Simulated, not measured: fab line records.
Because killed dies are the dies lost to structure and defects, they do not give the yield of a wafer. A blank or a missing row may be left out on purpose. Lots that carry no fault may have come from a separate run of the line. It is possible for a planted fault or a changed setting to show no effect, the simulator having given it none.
fab line records	flow berkeley_cmos170
record lots=14	wafers=42	last_day=13
route steps=331 shown NLDD@164 SDANNEAL@205 SILICIDE@214 M1@244
lots with no fault: from the same line, run without faults
start_h: hours from the record's opening day to when the first of the lot's shown wafers began	wait_h: time in hours since the lot's previous step	" as in the row above	L1.1+2: a single row standing in for several wafers	- no value, or no start given	* or withheld: withheld	< > ~ a bound
route shown NAME@n: a module of which the file shows steps, and the number in the route of the first	usual: the fault-free wafers' mean and standard deviation	same: alike in all rows	chamber/n: place in a boat	sites: readings site by site	_std_site: the values' standard deviation	_edge_site: the outer-site mean with the inner-site mean subtracted	radius_mm: for every site, how far away it sits from the centre of the wafer	mask NAME#n: copy n	behind: the most recent tool/chamber to have shaped the wafer	hold: why the lot went on hold/how many hours it stayed there/how the hold came to an end	device: the n, p or np transistor that did not switch	end of line: tests run on the same wafers once the route is complete	where a step has no rows: the recipe by itself	killed: dies that structure and defects cost at the first sort, which is not the same as the wafer's yield	map: per-die view of a wafer (x killed, . not killed, _ where there is no die)
set.NAME: the setting as run; set.NAME@STEP: as run at that earlier step	model.NAME: the simulator's own value behind a step, which no gauge read
one table for each step of the route and one row for each wafer, over a sample of lots
services: the hour from which a tool's chamber was out of use, counted from the record's first day as start_h (under 0 if before that day), plus the number of hours and why
## steps
# step UCB170_NLDD_CD_MEAS_06
# recipe target_cd_nm=1200
# usual cd_nm=1200.2/1.8
lot.wafer	tool	chamber	start_h	wait_h	cd_nm
L757.3	cd_sem-02	-	166.01	-	1201.7
L757.4	"	-	"	"	1199.9
L757.6	"	-	"	"	1199.6
L758.1	cd_sem-01	-	166.37	-	1200.0
L758.2	"	-	"	"	1202.0
L758.3	"	-	"	"	1201.0
L759.1	cd_sem-02	-	178.35	-	1197.0
L759.5	"	-	"	"	1198.2
L759.6	"	-	"	"	1199.7
L761.1	cd_sem-01	-	178.63	-	1199.7
L761.2	"	-	"	"	1200.4
L761.6	"	-	"	"	1201.6
L762.2	cd_sem-02	-	178.92	-	1200.9
L762.3	"	-	"	"	1199.8
L762.5	"	-	"	"	1199.3
L760.1	cd_sem-02	-	179.19	-	1195.7
L760.3	"	-	"	"	1196.2
L760.5	"	-	"	"	1196.7
L764.2	cd_sem-02	-	190.92	-	1199.1
L764.5	"	-	"	"	1198.3
L764.6	"	-	"	"	1198.5
L766.2	cd_sem-02	-	208.18	-	1199.9
L766.4	"	-	"	"	1199.8
L766.5	"	-	"	"	1199.3
L767.3	cd_sem-01	-	208.48	-	1200.5
L767.4	"	-	"	"	1202.6
L767.5	"	-	"	"	1201.8
L774.1	cd_sem-01	-	247.61	-	1197.3
L774.3	"	-	"	"	1195.7
L774.5	"	-	"	"	1196.3
L773.1	cd_sem-02	-	247.73	-	1201.0
L773.4	"	-	"	"	1201.0
L773.6	"	-	"	"	1201.2
L776.1	cd_sem-01	-	261.51	-	1201.2
L776.2	"	-	"	"	1199.6
L776.4	"	-	"	"	1201.2
L779.4	cd_sem-02	-	271.47	-	1202.2
L779.5	"	-	"	"	1202.4
L779.6	"	-	"	"	1200.8
L780.2	cd_sem-02	-	284.80	-	1197.1
L780.4	"	-	"	"	1198.1
L780.6	"	-	"	"	1196.9
# step UCB170_SDANNEAL_RTA_01
# recipe temp_c=1050	time_s=5	ambient=N2
# usual lamp_power_pct=43/3.7	wafer_temp_C_max=1056.1/1.8
lot.wafer	tool	chamber	start_h	wait_h	lamp_power_pct	wafer_temp_C_max
L757.3	rtp_anneal-01	0	182.57	0.1	39	1056.0
L757.4	"	0	"	"	39	1057.0
L757.6	"	0	"	"	39	1058.1
L758.1	rtp_anneal-01	0	182.68	0.1	39	1058.6
L758.2	"	0	"	"	39	1058.8
L758.3	"	0	"	"	39	1057.3
L759.1	rtp_anneal-02	0	192.78	0.1	47	1053.3
L759.5	"	0	"	"	47	1055.6
L759.6	"	0	"	"	47	1055.9
L760.1	rtp_anneal-01	0	192.78	0.1	39	1058.0
L760.3	"	0	"	"	39	1056.8
L760.5	"	0	"	"	39	1058.6
L762.2	rtp_anneal-02	0	193.03	0.1	47	1053.9
L762.3	"	0	"	"	47	1054.6
L762.5	"	0	"	"	47	1055.0
L761.1	rtp_anneal-01	0	193.26	0.1	39	1058.2
L761.2	"	0	"	"	39	1060.3
L761.6	"	0	"	"	39	1057.6
L764.2	rtp_anneal-02	0	204.57	0.1	47	1054.2
L764.5	"	0	"	"	47	1054.5
L764.6	"	0	"	"	47	1054.4
L766.2	rtp_anneal-01	0	219.40	0.1	39	1057.9
L766.4	"	0	"	"	39	1058.9
L766.5	"	0	"	"	39	1058.4
L767.3	rtp_anneal-02	0	220.33	0.1	47	1054.2
L767.4	"	0	"	"	47	1056.2
L767.5	"	0	"	"	47	1054.8
L774.1	rtp_anneal-01	0	259.82	0.1	39	1056.9
L774.3	"	0	"	"	39	1058.3
L774.5	"	0	"	"	39	1058.4
L773.1	rtp_anneal-01	0	260.37	0.1	39	1057.1
L773.4	"	0	"	"	39	1058.0
L773.6	"	0	"	"	39	1055.2
L776.1	rtp_anneal-02	0	272.06	0.1	47	1054.3
L776.2	"	0	"	"	47	1056.4
L776.4	"	0	"	"	47	1054.4
L779.4	rtp_anneal-02	0	284.42	0.1	47	1053.7
L779.5	"	0	"	"	47	1053.8
L779.6	"	0	"	"	47	1055.6
L780.2	rtp_anneal-02	0	297.21	0.1	47	1054.9
L780.4	"	0	"	"	47	1056.1
L780.6	"	0	"	"	47	1054.7
# step UCB170_SILICIDE_RTA_04
# recipe temp_c=650	time_s=15	ambient=N2
# usual lamp_power_pct=11.9/1	wafer_temp_C_max=653.9/1.3
lot.wafer	tool	chamber	start_h	wait_h	lamp_power_pct	wafer_temp_C_max
L757.3	rtp_anneal-02	0	183.40	0.1	13.0	652.2
L757.4	"	0	"	"	13.0	653.4
L757.6	"	0	"	"	13.0	652.4
L758.1	rtp_anneal-01	0	183.56	0.1	10.9	654.7
L758.2	"	0	"	"	10.9	654.4
L758.3	"	0	"	"	11.0	655.9
L760.1	rtp_anneal-02	0	193.70	0.1	13.0	652.1
L760.3	"	0	"	"	13.0	652.6
L760.5	"	0	"	"	13.0	654.5
L759.1	rtp_anneal-01	0	193.74	0.1	11.0	653.9
L759.5	"	0	"	"	10.9	655.7
L759.6	"	0	"	"	10.9	656.2
L762.2	rtp_anneal-02	0	193.96	0.1	13.0	653.9
L762.3	"	0	"	"	13.0	653.0
L762.5	"	0	"	"	13.0	654.4
L761.1	rtp_anneal-01	0	194.08	0.1	10.9	656.8
L761.2	"	0	"	"	10.9	654.7
L761.6	"	0	"	"	10.9	653.6
L764.2	rtp_anneal-02	0	205.38	0.1	13.0	652.4
L764.5	"	0	"	"	13.0	653.0
L764.6	"	0	"	"	13.0	652.7
L766.2	rtp_anneal-01	0	220.22	0.1	10.9	654.5
L766.4	"	0	"	"	11.0	653.8
L766.5	"	0	"	"	10.9	655.6
L767.3	rtp_anneal-02	0	221.15	0.1	13.0	652.4
L767.4	"	0	"	"	13.0	652.9
L767.5	"	0	"	"	13.0	652.6
L774.1	rtp_anneal-02	0	260.64	0.1	13.0	653.9
L774.3	"	0	"	"	13.0	652.3
L774.5	"	0	"	"	13.0	652.4
L773.1	rtp_anneal-02	0	261.19	0.1	13.0	653.3
L773.4	"	0	"	"	13.0	652.2
L773.6	"	0	"	"	13.0	652.5
L776.1	rtp_anneal-02	0	272.88	0.1	13.0	652.9
L776.2	"	0	"	"	13.0	652.3
L776.4	"	0	"	"	13.0	653.4
L779.4	rtp_anneal-01	0	285.25	0.1	10.9	654.0
L779.5	"	0	"	"	10.9	654.8
L779.6	"	0	"	"	11.0	654.9
L780.2	rtp_anneal-02	0	298.03	0.1	13.0	653.2
L780.4	"	0	"	"	13.0	652.5
L780.6	"	0	"	"	13.0	654.1
# step UCB170_M1_EXPOSE_06
# recipe mask_id=METAL1	target_cd_nm=700	na=0.5	sigma_outer=0.6	source_shape=conventional	dose_mj=21
# usual exposure_dose_mJ_cm2=20.990/0.02
lot.wafer	tool	chamber	start_h	wait_h	mask	exposure_dose_mJ_cm2
L757.3	krf_scanner-01	0	191.14	-	METAL1#0	20.982
L757.4	"	0	"	"	METAL1#0	20.969
L757.6	"	0	"	"	METAL1#0	20.954
L758.1	krf_scanner-01	0	192.12	-	METAL1#0	21.016
L758.2	"	0	"	"	METAL1#0	20.964
L758.3	"	0	"	"	METAL1#0	20.980
L760.1	krf_scanner-01	0	201.01	-	METAL1#0	20.985
L760.3	"	0	"	"	METAL1#0	20.966
L760.5	"	0	"	"	METAL1#0	20.995
L759.1	krf_scanner-02	0	201.33	-	METAL1#0	20.962
L759.5	"	0	"	"	METAL1#0	20.953
L759.6	"	0	"	"	METAL1#0	20.997
L761.1	krf_scanner-01	0	204.71	-	METAL1#0	20.997
L761.2	"	0	"	"	METAL1#0	21.010
L761.6	"	0	"	"	METAL1#0	20.990
L762.2	krf_scanner-01	0	205.13	-	METAL1#0	21.009
L762.3	"	0	"	"	METAL1#0	21.000
L762.5	"	0	"	"	METAL1#0	20.999
L764.2	krf_scanner-02	0	212.12	-	METAL1#0	20.993
L764.5	"	0	"	"	METAL1#0	21.040
L764.6	"	0	"	"	METAL1#0	21.018
L766.2	krf_scanner-01	0	227.57	-	METAL1#0	20.978
L766.4	"	0	"	"	METAL1#0	20.989
L766.5	"	0	"	"	METAL1#0	20.977
L767.3	krf_scanner-02	0	229.09	-	METAL1#0	20.993
L767.4	"	0	"	"	METAL1#0	20.986
L767.5	"	0	"	"	METAL1#0	20.997
L774.1	krf_scanner-01	0	266.84	-	METAL1#0	21.005
L774.3	"	0	"	"	METAL1#0	21.012
L774.5	"	0	"	"	METAL1#0	21.000
L773.1	krf_scanner-01	0	268.29	-	METAL1#0	17.134
L773.4	"	0	"	"	METAL1#0	17.103
L773.6	"	0	"	"	METAL1#0	17.125
L776.1	krf_scanner-02	0	281.42	-	METAL1#0	21.023
L776.2	"	0	"	"	METAL1#0	20.973
L776.4	"	0	"	"	METAL1#0	20.981
L779.4	krf_scanner-01	0	291.08	-	METAL1#0	17.906
L779.5	"	0	"	"	METAL1#0	17.864
L779.6	"	0	"	"	METAL1#0	17.874
L780.2	krf_scanner-02	0	305.46	-	METAL1#0	20.975
L780.4	"	0	"	"	METAL1#0	21.005
L780.6	"	0	"	"	METAL1#0	20.994
# step UCB170_M1_CD_MEAS_09
# recipe target_cd_nm=700
# usual cd_nm=700.5/1.5
lot.wafer	tool	chamber	start_h	wait_h	cd_nm
L757.3	cd_sem-02	-	191.87	-	702.6
L757.4	"	-	"	"	701.7
L757.6	"	-	"	"	701.2
L758.1	cd_sem-02	-	192.55	-	702.8
L758.2	"	-	"	"	702.5
L758.3	"	-	"	"	703.4
L760.1	cd_sem-01	-	202.86	-	698.1
L760.3	"	-	"	"	697.3
L760.5	"	-	"	"	698.1
L759.1	cd_sem-01	-	203.10	-	700.9
L759.5	"	-	"	"	700.5
L759.6	"	-	"	"	700.0
L761.1	cd_sem-02	-	205.14	-	698.4
L761.2	"	-	"	"	698.5
L761.6	"	-	"	"	698.4
L762.2	cd_sem-02	-	205.53	-	700.6
L762.3	"	-	"	"	699.1
L762.5	"	-	"	"	700.4
L764.2	cd_sem-01	-	212.54	-	699.7
L764.5	"	-	"	"	700.1
L764.6	"	-	"	"	699.6
L766.2	cd_sem-01	-	228.06	-	701.9
L766.4	"	-	"	"	700.1
L766.5	"	-	"	"	700.8
L767.3	cd_sem-02	-	229.81	-	701.2
L767.4	"	-	"	"	699.4
L767.5	"	-	"	"	700.0
L774.1	cd_sem-01	-	267.24	-	702.0
L774.3	"	-	"	"	703.7
L774.5	"	-	"	"	703.4
L773.1	cd_sem-02	-	268.68	-	736.6
L773.4	"	-	"	"	737.7
L773.6	"	-	"	"	735.9
L776.1	cd_sem-01	-	282.29	-	700.5
L776.2	"	-	"	"	699.9
L776.4	"	-	"	"	699.6
L779.4	cd_sem-01	-	291.57	-	731.3
L779.5	"	-	"	"	728.2
L779.6	"	-	"	"	728.7
L780.2	cd_sem-02	-	306.48	-	701.1
L780.4	"	-	"	"	702.0
L780.6	"	-	"	"	701.8
## services
tool	chamber	start_h	hours	kind
rtp_anneal-02	-	184.02	5.5	pm
rtp_anneal-01	-	210.65	5.3	pm
krf_scanner-02	-	238.67	1.3	pm
krf_scanner-01	-	242.85	1.0	pm
krf_scanner-01	0	260.12	-	calibration
krf_scanner-02	0	271.81	-	calibration
krf_scanner-01	-	280.97	1.3	pm
krf_scanner-02	-	286.45	0.8	pm
krf_scanner-02	-	287.52	0.4	repair
krf_scanner-02	-	298.31	1.0	pm
krf_scanner-01	-	299.31	4.0	pm
## key
first_sign step=UCB170_M1_EXPOSE_06	reading=exposure_dose_mJ_cm2	direction=down	sigmas=99+	usual=20.990	struck=17.501
effect step=UCB170_M1_CD_MEAS_09	reading=cd_nm	direction=up	sigmas=21	usual=700.5	struck=733.1	through=control_loop
met_at UCB170_M1_EXPOSE_06
struck_lots L773,L779
sort_left_out L779.4,L779.5,L779.6
loop_trim step=UCB170_M1_EXPOSE_06	setting=dose	lots=L779
not_acting_at UCB170_NLDD_CD_MEAS_06,UCB170_SDANNEAL_RTA_01,UCB170_SILICIDE_RTA_04
onset_between 266.84 268.29
fault kind=process_parameter_drift	tool=krf_scanner-01	chamber=-	onset_h=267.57	steps=UCB170_M1_EXPOSE_06	channel=dose_mj	offset=-3.86	shape=step	acts_in=these_recipes_only	stated=21
# sort_left_out: the simulated sort isn't trusted on such a fault, so these wafers' sort isn't shown, and their yield isn't known
# loop_trim: a control loop set the setting to another value than it would have without faults
